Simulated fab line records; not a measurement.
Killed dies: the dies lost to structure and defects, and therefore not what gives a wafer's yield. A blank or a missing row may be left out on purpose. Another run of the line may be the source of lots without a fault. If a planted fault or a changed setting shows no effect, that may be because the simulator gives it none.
One fault through the eyes of 2 desks :: flow ritCmos :: every desk sees just its own numbers, and what lay behind them comes last

## METROLOGY DESK
What the gauges read for every lot (on any tool): the sampled wafers with a number, averaged. A lot is out of limits, marked OUT, if its mean lies more than 4 standard deviations from the usual mean; the brackets give that distance.
Columns: A = NWELL_TW at RIT_NWELL_TW_MEAS_10, usual 2133; B = PWELL_TW at RIT_PWELL_TW_MEAS_10, usual 950; C = PWELL_RS at RIT_WELLDRIVE_RS_MEAS_02, usual 430.1 ohm/sq; D = PLDD_OVL at RIT_PLDD_OVL_MEAS_06, usual -0.2 nm; E = SILICIDE_TI_THK at RIT_SILICIDE_THK_MEAS_03, usual 30.3 nm
lot: L890
first seen here: day 1 23:09
A: 2121
B: 942
C: 430.2
D: 0.1
E: 30.2

lot: L891
first seen here: day 2 03:38
A: 2153
B: 944
C: 430.0
D: 1.3
E: 30.3

lot: L894
first seen here: day 2 19:49
A: 2120
B: 943
C: 430.6
D: -0.4
E: 30.1

lot: L895
first seen here: day 3 04:08
A: 2116
B: 949
C: 429.1
D: -1.5
E: 30.6

lot: L896
first seen here: day 3 10:57
A: 2117
B: 951
C: 429.2
D: -4.3
E: 30.3

lot: L898
first seen here: day 3 19:08
A: 2155
B: 964
C: 430.9
D: -1.5
E: 30.5

lot: L899
first seen here: day 3 20:46
A: 2133
B: 945
C: 430.0
D: 0.7
E: 30.5

lot: L900
first seen here: day 4 00:20
A: 2141
B: 958
C: 431.3
D: -1.3
E: 30.4

lot: L901
first seen here: day 4 09:37
A: 2118
B: 957
C: 429.3
D: -0.9
E: 29.7

lot: L908
first seen here: day 5 16:17
A: 2135
B: 949
C: 430.2
D: -1.7
E: 30.9

lot: L909
first seen here: day 5 23:49
A: 2157
B: 917 (-4.8) OUT
C: 463.3 (+30) OUT
D: -1.4
E: 30.5

lot: L910
first seen here: day 6 03:39
A: 2140
B: 921 (-4.2) OUT
C: 462.8 (+30) OUT
D: 1.5
E: 29.9

lot: L911
first seen here: day 6 07:53
A: 2138
B: 952
C: 430.1
D: 0.1
E: 30.6

lot: L912
first seen here: day 6 12:43
A: 2129
B: 959
C: 429.2
D: -0.9
E: 30.2
This desk finds L909, L910 out of limits, with the earliest case on L909 at day 6 01:29 (PWELL_TW at RIT_PWELL_TW_MEAS_10). In limits: L890, L891, L894, L895, L896, L898, L899, L900, L901, L908, L911, L912.

## FOR THE TOOL OWNER'S DESK: implanter-04
The tool's own readings at RIT_PWELL_IMPLANT_08: means of the sampled wafers that have a number, for each lot that ran on this tool. A lot is out of limits, marked OUT, if its mean lies more than 4 standard deviations from the usual mean; the brackets give that distance.
Columns: A = beamOnS at RIT_PWELL_IMPLANT_08, usual 10.00 s; B = faradayCurrentUA at RIT_PWELL_IMPLANT_08, usual 222
lot: L890
first seen here: day 2 00:23
A: 9.77
B: 227

lot: L894
first seen here: day 2 21:02
A: 9.99
B: 223

lot: L895
first seen here: day 3 05:22
A: 10.05
B: 221

lot: L899
first seen here: day 3 22:07
A: 9.97
B: 223

lot: L900
first seen here: day 4 01:36
A: 10.02
B: 222

lot: L909
first seen here: day 6 01:10
A: 8.91 (-5.4) OUT
B: 250 (+6.3) OUT

lot: L910
first seen here: day 6 05:01
A: 8.88 (-5.6) OUT
B: 250 (+6.3) OUT
This desk's finding: out of limits on L909, L910; first on L909, day 6 01:10 (beamOnS at RIT_PWELL_IMPLANT_08). In limits: L890, L894, L895, L899, L900.

## BROUGHT TOGETHER
At day 6 01:10, on L909, L910, the tool owner's desk was in a position to raise an alarm.
On L909, L910, the metrology desk was in a position to raise an alarm at day 6 01:29.
Every lot named ran RIT_PWELL_IMPLANT_08 on implanter-04.

## WHAT THE SIMULATOR HAD INSERTED
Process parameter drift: implanter-04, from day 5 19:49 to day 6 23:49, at RIT_PWELL_IMPLANT_08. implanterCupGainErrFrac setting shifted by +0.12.
Shown lots that were struck: L909, L910.
Delay (hours) between the fault's onset and each desk's first out-of-limits reading: 5 at the tool owner's desk, 6 at the metrology desk.
